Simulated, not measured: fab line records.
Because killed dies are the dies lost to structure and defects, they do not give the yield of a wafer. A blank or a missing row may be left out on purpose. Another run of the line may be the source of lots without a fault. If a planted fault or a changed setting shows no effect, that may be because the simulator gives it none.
One fault seen from 2 desks | flow berkeleyCmos170 | what lay behind the numbers comes last; until then each desk has only its own

FOR THE TOOL OWNER'S DESK: pvdSputter-01
The tool's own readings at UCB170_SILICIDE_SPUTTER_01 (material Ti, target thk 30 nm, time 25 s): means of the sampled wafers that have a number, for each lot that ran on this tool. A lot is out of limits, marked OUT, if its mean lies more than 4 standard deviations from the usual mean; the brackets give that distance.
Columns: A = throttleValvePct at UCB170_SILICIDE_SPUTTER_01, usual 30.3 %
lot  | first seen here | A
L712 | day 6 16:34     | 31.4
L715 | day 7 02:08     | 31.1
L718 | day 8 05:30     | 31.1
L719 | day 8 13:07     | 31.2
L724 | day 8 23:32     | 31.1
This desk found nothing out of limits on any of the 5 lots.

FROM THE METROLOGY DESK
Means of the sampled wafers that have a number, per lot and without regard to the tool the lot ran on: this is what the gauges read. A lot is out of limits, marked OUT, if its mean lies more than 4 standard deviations from the usual mean; the brackets give that distance.
Columns: A = PWELL_OXIDE_THK at UCB170_PWELL_THK_MEAS_03, usual 26.5 nm; B = SILICIDE_TI_RS at UCB170_SILICIDE_RS_MEAS_02, usual 26.2 ohm/sq; C = SILICIDE_TI_THK at UCB170_SILICIDE_THK_MEAS_03, usual 29.4 nm
lot  | first seen here | A    | B               | C
L712 | day 2 17:00     | 27.1 | 26.5            | 29.4
L713 | day 2 23:54     | 26.5 | 26.4            | 29.3
L715 | day 3 09:35     | 26.7 | 26.8            | 28.7
L718 | day 4 04:44     | 26.1 | 26.3            | 29.0
L719 | day 4 11:19     | 26.5 | 26.3            | 28.9
L720 | day 4 11:20     | 26.4 | 26.1            | 29.7
L721 | day 4 18:59     | 26.4 | 26.3            | 28.9
L724 | day 5 01:25     | 26.1 | 28.9 (+7.4) OUT | 27.0 (-5.5) OUT
L728 | day 5 19:48     | 26.4 | 26.4            | 29.1
L730 | day 6 10:40     | 26.2 | 26.0            | 29.9
L731 | day 6 16:05     | 25.8 | 26.4            | 29.0
L732 | day 7 00:53     | 26.9 | 26.1            | 29.2
L734 | day 7 10:35     | 26.1 | 25.8            | 29.8
This desk finds L724 out of limits, with the earliest case on L724 at day 8 23:37 (SILICIDE_TI_RS at UCB170_SILICIDE_RS_MEAS_02). In limits: L712, L713, L715, L718, L719, L720, L721, L728, L730, L731, L732, L734.

ALL TOGETHER
An alarm was possible from the metrology desk at day 8 23:37, on L724.
The tool owner's desk saw nothing out of limits.
The tool owner's desk has L724 on record, within its limits.
Of the lots named, all ran UCB170_SILICIDE_SPUTTER_01 on pvdSputter-01.

WHAT THE SIMULATOR HAD PUT IN
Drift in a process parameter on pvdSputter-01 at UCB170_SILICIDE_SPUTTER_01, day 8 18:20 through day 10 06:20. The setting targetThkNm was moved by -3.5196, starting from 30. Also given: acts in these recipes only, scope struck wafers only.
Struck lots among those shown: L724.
Time in hours between the start of the fault and the first out-of-limits reading at each desk: metrology desk, 5.
